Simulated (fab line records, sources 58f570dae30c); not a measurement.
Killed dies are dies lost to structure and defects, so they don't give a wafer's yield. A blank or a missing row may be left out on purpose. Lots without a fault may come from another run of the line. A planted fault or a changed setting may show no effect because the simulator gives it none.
Which tool did it? | flow berkeley_cmos170 | 7 lots, 21 wafers sampled, at 1 step of a route of 331

WHAT THE GAUGES READ, wafer by wafer
UCB170_SACOX_THK_MEAS_02.
lot  | measured    | on            | SACOX_OXIDE_THK (nm)
L258 | day 5 14:07 | film_metro-01 | 14.44 14.45 14.14
L261 | day 6 00:42 | film_metro-02 | 14.74 14.67 14.45
L264 | day 6 09:08 | film_metro-02 | 14.96 14.77 14.87
L268 | day 7 09:34 | film_metro-01 | 14.50 14.47 14.62
L272 | day 8 22:50 | film_metro-03 | 14.27 14.26 14.40
L275 | day 9 00:31 | film_metro-02 | 14.35 14.24 14.51
L280 | day 9 16:59 | film_metro-03 | 15.15 14.87 15.04

WHICH TOOL RAN EACH LOT (tool, then ch and the chambers of the sampled wafers, then the start)
The record holds no process step before these readings.

THE ANSWER, worked out from the rows above alone
Rule: what is usual is taken from the lots themselves. Put in order of their means at a reading, lots are off if they are a third of the lots or fewer, leave a main group of 4 or more, and stand apart from it by a gap of 3 or more times the standard deviation of the main group's means; of several such gaps the widest counts. A main group whose means are all the same, to the digits that the tables above print for the reading, isn't used. A lot without any number at a reading at which 4 lots or more have one is off too. The other lots that the step has rows for count as sound.
No lot is off at any reading shown: from this, nothing can be told.

WHAT THE SIMULATOR HAD PUT IN
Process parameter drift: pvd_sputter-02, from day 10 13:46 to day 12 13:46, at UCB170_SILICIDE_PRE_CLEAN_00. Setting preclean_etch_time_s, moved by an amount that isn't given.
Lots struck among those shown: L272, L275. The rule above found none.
